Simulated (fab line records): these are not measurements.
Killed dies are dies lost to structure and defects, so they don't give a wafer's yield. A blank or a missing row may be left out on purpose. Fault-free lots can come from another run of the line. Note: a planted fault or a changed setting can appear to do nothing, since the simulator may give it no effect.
A struck lot beside a sound one	flow rit-cmos	14 steps out of a route of 202
Sound: these wafers, L303.1, L303.2, L303.3. Wafers struck: L310.1, L310.3, L310.4. The cause is given at the end.
Per side, at each step with rows, come the tool, then ch with its chambers, and then its first start. Under that, the readings that differ: sound wafers	struck wafers	difference of the means	sigmas: that difference in standard deviations of wafers without a fault.
alike: a reading whose means differ by less than 2 such deviations, as well as words and numbers matching on both sides. not compared: withheld readings; readings where some wafer has no value; bounds like >300 that might hide an equal value; numbers whose values overlap and for which the record gives no deviation.
A row with sigmas, a row that says differs or no value, or rows on one side alone: a step with any of these is where the two part. Numbers that have no deviation but don't overlap get no sigmas and don't part them. A reading missing from all wafers of one side parts the sides only when that side holds two or more wafers.

first, 1 step without rows for these wafers: RIT_SILICIDE_WET_ETCH_00 (etches SiO2 in BOE, target depth 14 nm, time 15 s).
RIT_SILICIDE_SPUTTER_01: material Ti, target thk 30 nm, time 240 s.
  struck on pvd-sputter-01, day 7 01:55; sound on pvd-sputter-01, day 5 14:50
  alike: throttle-valve-pct
RIT_SILICIDE_RS_MEAS_02: measurement is done with a four-point probe.
  struck on film-metro-03, day 7 02:04; sound on film-metro-04, day 5 14:59
reading	sound	struck	difference	sigmas
SILICIDE_TI_RS (ohm/sq)	48.5 49.0 48.7	46.9 47.7 47.1	-1.5	-2
RIT_SILICIDE_THK_MEAS_03: measures by xrf.
  struck on film-metro-03, day 7 02:11; sound on film-metro-04, day 5 15:06
reading	sound	struck	difference	sigmas
SILICIDE_TI_THK (nm)	29.4 29.2 29.3	30.2 30.0 30.0	+0.8	+2
RIT_SILICIDE_RTA_04: time 10 s, ramp up 5 s, ramp down 5 s.
  sound on rtp-anneal-01 ch 0, day 5 15:10; struck on rtp-anneal-02 ch 0, day 7 02:15
  alike: wafer_temp_C_max
then, 1 step without rows for these wafers: RIT_SILICIDE_WET_ETCH_05 (etches Ti in SPM, time 120 s).
RIT_SILICIDE_RTA_06: time 10 s, ramp up 5 s, ramp down 10 s.
  sound on rtp-anneal-02 ch 0, day 5 15:16; struck on rtp-anneal-01 ch 0, day 7 02:21
  alike: wafer_temp_C_max
RIT_CONTACT_CVD_00: deposits SiO2 from TEOS, target thk 400 nm, time 61 s.
  sound on pecvd-01 ch 0,1,2, day 5 15:20; struck on pecvd-02 ch 0,1,2, day 7 02:25
  alike: heater-power-w
RIT_CONTACT_THK_MEAS_01:
  struck on film-metro-01, day 7 02:28; sound on film-metro-04, day 5 15:23
  alike: CONTACT_TEOS_THK
then, 3 steps without rows for these wafers: RIT_CONTACT_HMDS_02 (prime time 60 s); RIT_CONTACT_COAT_03 (resist thk 987.5 nm); RIT_CONTACT_SOFTBAKE_04 (time 60 s).
RIT_CONTACT_EXPOSE_05: exposes mask M11, target cd 1000 nm.
  sound on iline-stepper-02 ch 0, day 5 15:54; struck on iline-stepper-02, day 7 02:59
  no value came back on the struck wafers for exposure-dose-mJ-cm2, focus-offset-nm (nm), na; on the sound wafers exposure-dose-mJ-cm2 reads 248.57 249.00 248.98
  alike: mask
following that, these wafers have no rows for 1 step: RIT_CONTACT_PEB_06.

WHERE THEY PART
Earliest at RIT_SILICIDE_RS_MEAS_02; latest, in this record, at RIT_CONTACT_EXPOSE_05.

WHY: what had been put in by the simulator
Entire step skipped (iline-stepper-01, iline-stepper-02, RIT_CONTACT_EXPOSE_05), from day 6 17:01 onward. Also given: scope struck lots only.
